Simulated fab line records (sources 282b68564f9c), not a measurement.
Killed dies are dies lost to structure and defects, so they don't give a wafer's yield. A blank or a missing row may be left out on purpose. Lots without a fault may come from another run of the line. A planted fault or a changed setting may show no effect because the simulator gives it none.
Code-filled problem report in 8D (eight disciplines) form ; flow ritCmos ; the parts of the form that need people (team, actions taken, sign-off) are left out

== 1. PROBLEM STATEMENT ==
At RIT_M1_PROBE_99, killedAtFrontEnd averages 139 over 9 wafers from 3 lots, while fault-free wafers read 7, standard deviation 3.1. Relative to the usual mean, that is a shift of +43 standard deviations.
First observed at day 6 15:54: wafer L752.1, on prober-02. The record has a number at this step for 12 wafers belonging to 4 lots. Rule for "out", or "out of limits": more than 4 standard deviations from the usual mean. The rest of the wafers with a number are treated as sound.

== 2. WHAT IT IS, AND WHAT IT ISN'T ==
question;is;is not
which readings at this step;killedAtFrontEnd, killedDies, killedOnRim;killedAtContacts, killedShort
which lots;L752, L753, L754;L740
which wafers of those lots;all that have a number;-
read on which tools;prober-01, prober-02;-
when;from day 6 15:54;up to then (3 sound wafers)

== 3. WHAT RULES OUT EACH SUSPECT ==
Counting: any tool at a process step up to the reading is kept as a suspect provided that every lot that is out went through it and no sound lot did after the first of them.
- furnace-04 at RIT_GATE_OXIDATION_05 (target thk 3 nm, ox time 270 s): kept. It processed each lot that is out, first L752 at day 5 10:31, and no sound lot thereafter; up to then, the last sound lot it processed was L740 at day 2 17:47.
Remaining after the count: furnace-04 at RIT_GATE_OXIDATION_05.

== 4. THE CAUSE (what the simulator had put in) ==
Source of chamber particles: furnace-04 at RIT_GATE_OXIDATION_05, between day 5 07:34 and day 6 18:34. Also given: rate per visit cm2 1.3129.
Only this tool survived the counting.

== 5. THE EFFECT CHAIN, in route order ==
Rows list readings where the struck wafers' mean (over those with a number) sits beyond 3 standard deviations from the usual. Only readings whose record carries a usual standard deviation are examined. hours: median over the lots of the time between each lot's start at the first step of this table that gives one and its start at this step. sigmas: the change, counted in usual standard deviations.
hours;step;reading;usual;on struck wafers;change;sigmas
0;RIT_M1_PROBE_99;killedAtFrontEnd;7;139;+132;+43
0;RIT_M1_PROBE_99;killedDies;7;139;+132;+43
0;RIT_M1_PROBE_99;killedOnRim;1.9;36.8;+34.9;+23
Process steps it contains:
- RIT_M1_PROBE_99

== 6. WHAT WOULD HAVE CAUGHT IT SOONER ==
The fault began at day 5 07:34; the first out-of-limits reading in this record came at day 6 15:54, 32 hours later.
An alarm limit of 4 standard deviations would not have fired on the tool readings at RIT_GATE_OXIDATION_05 for which the record gives a usual standard deviation, since none of them was out on any struck wafer.
By day 6 15:54 the whole set of lots that are out, 3 in number, had already begun RIT_GATE_OXIDATION_05 on furnace-04. Had the tool been put on hold then, not one of them would have been saved.
